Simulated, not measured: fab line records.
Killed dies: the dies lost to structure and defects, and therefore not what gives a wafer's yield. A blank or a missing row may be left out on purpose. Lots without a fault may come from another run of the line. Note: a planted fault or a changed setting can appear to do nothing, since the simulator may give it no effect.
Which tool was responsible? + flow rit-cmos + Sampling: 12 lots, 36 wafers, 2 of 202 route steps

== WHAT THE GAUGES SHOWED, per wafer ==
RIT_NSD_OVL_MEAS_06. Usual: NSD_OVL typically reads 0.5 nm, with standard deviation 1.5.
| lot  | measured    | on         | NSD_OVL (nm)   | flag |
|------|-------------|------------|----------------|------|
| L453 | day 2 23:35 | overlay-01 | 2.0 1.1 1.3    |      |
| L454 | day 3 07:58 | overlay-01 | 1.2 1.4 0.9    |      |
| L455 | day 3 15:13 | overlay-02 | 2.2 0.0 0.5    |      |
| L456 | day 3 21:07 | overlay-02 | -3.0 -1.5 0.2  |      |
| L457 | day 4 00:53 | overlay-01 | 0.6 2.3 -0.1   |      |
| L458 | day 4 04:14 | overlay-01 | 2.5 0.2 -0.5   |      |
| L459 | day 4 13:31 | overlay-02 | -1.3 -2.0 -2.8 |      |
| L460 | day 4 18:15 | overlay-01 | 2.2 1.3 1.2    |      |
| L461 | day 4 21:53 | overlay-02 | -0.4 0.8 1.2   |      |
| L462 | day 4 22:28 | overlay-02 | 1.7 2.8 2.1    |      |
| L468 | day 6 08:06 | overlay-02 | - - -          | OFF  |
| L472 | day 7 04:11 | overlay-02 | - - -          | OFF  |

== EACH LOT AND THE TOOL THAT RAN IT (in order: tool; ch and the chambers of the sampled wafers; start) ==
| lot  | RIT_NSD_EXPOSE_03                  |
|------|------------------------------------|
| L453 | iline-stepper-01 ch 0, day 2 23:12 |
| L454 | iline-stepper-02 ch 0, day 3 07:35 |
| L455 | iline-stepper-01 ch 0, day 3 14:49 |
| L456 | iline-stepper-01 ch 0, day 3 20:43 |
| L457 | iline-stepper-02 ch 0, day 4 00:31 |
| L458 | iline-stepper-01 ch 0, day 4 03:51 |
| L459 | iline-stepper-02 ch 0, day 4 13:08 |
| L460 | iline-stepper-02 ch 0, day 4 17:51 |
| L461 | iline-stepper-02 ch 0, day 4 21:29 |
| L462 | iline-stepper-01 ch 0, day 4 22:05 |
| L468 | iline-stepper-02 ch 0, day 6 07:44 |
| L472 | iline-stepper-02 ch 0, day 7 03:47 |
- RIT_NSD_EXPOSE_03: exposes mask M9, target cd 40700 nm.

== AS READ BY THE TOOLS THEMSELVES (means over the sampled wafers that have a number; for cases with no such wafer, the mark the record gives instead) ==
RIT_NSD_EXPOSE_03. Usual: focus-offset-nm at 0.0 nm, with a standard deviation of 0.5.
| lot  | tool             | focus-offset-nm (nm) | flag |
|------|------------------|----------------------|------|
| L453 | iline-stepper-01 | -0.2                 |      |
| L454 | iline-stepper-02 | -0.2                 |      |
| L455 | iline-stepper-01 | 0.2                  |      |
| L456 | iline-stepper-01 | -0.0                 |      |
| L457 | iline-stepper-02 | 0.3                  |      |
| L458 | iline-stepper-01 | -0.2                 |      |
| L459 | iline-stepper-02 | -0.3                 |      |
| L460 | iline-stepper-02 | 0.0                  |      |
| L461 | iline-stepper-02 | 0.4                  |      |
| L462 | iline-stepper-01 | -0.0                 |      |
| L468 | iline-stepper-02 | 0.7                  |      |
| L472 | iline-stepper-02 | 0.2                  |      |

== THE ANSWER, worked out from the rows above alone ==
Rule: lot off if the mean of its wafers having a number is beyond 3 standard deviations from the usual mean. A lot without any number at a reading at which 4 lots or more have one is off too. The other lots that the step has rows for count as sound. The gauges are gone through in route order, then the tools' own readings, and for those a lot's mean is taken as printed above. The first step at which some lot is off is used, and at that step the reading that is off furthest; a lot without a number counts as furthest.
Off: L468, L472, seen at RIT_NSD_OVL_MEAS_06 (NSD_OVL). Without a number there: L468, L472.
A tool fits if, at a process step before that reading, it ran every lot that is off, and no sound lot after the first of them. The gauges at RIT_NSD_OVL_MEAS_06 are tried like those tools. Undecided on this evidence; 2 tools fit (iline-stepper-02 at RIT_NSD_EXPOSE_03, overlay-02 at RIT_NSD_OVL_MEAS_06).

== WHAT HAD BEEN PUT IN BY THE SIMULATOR ==
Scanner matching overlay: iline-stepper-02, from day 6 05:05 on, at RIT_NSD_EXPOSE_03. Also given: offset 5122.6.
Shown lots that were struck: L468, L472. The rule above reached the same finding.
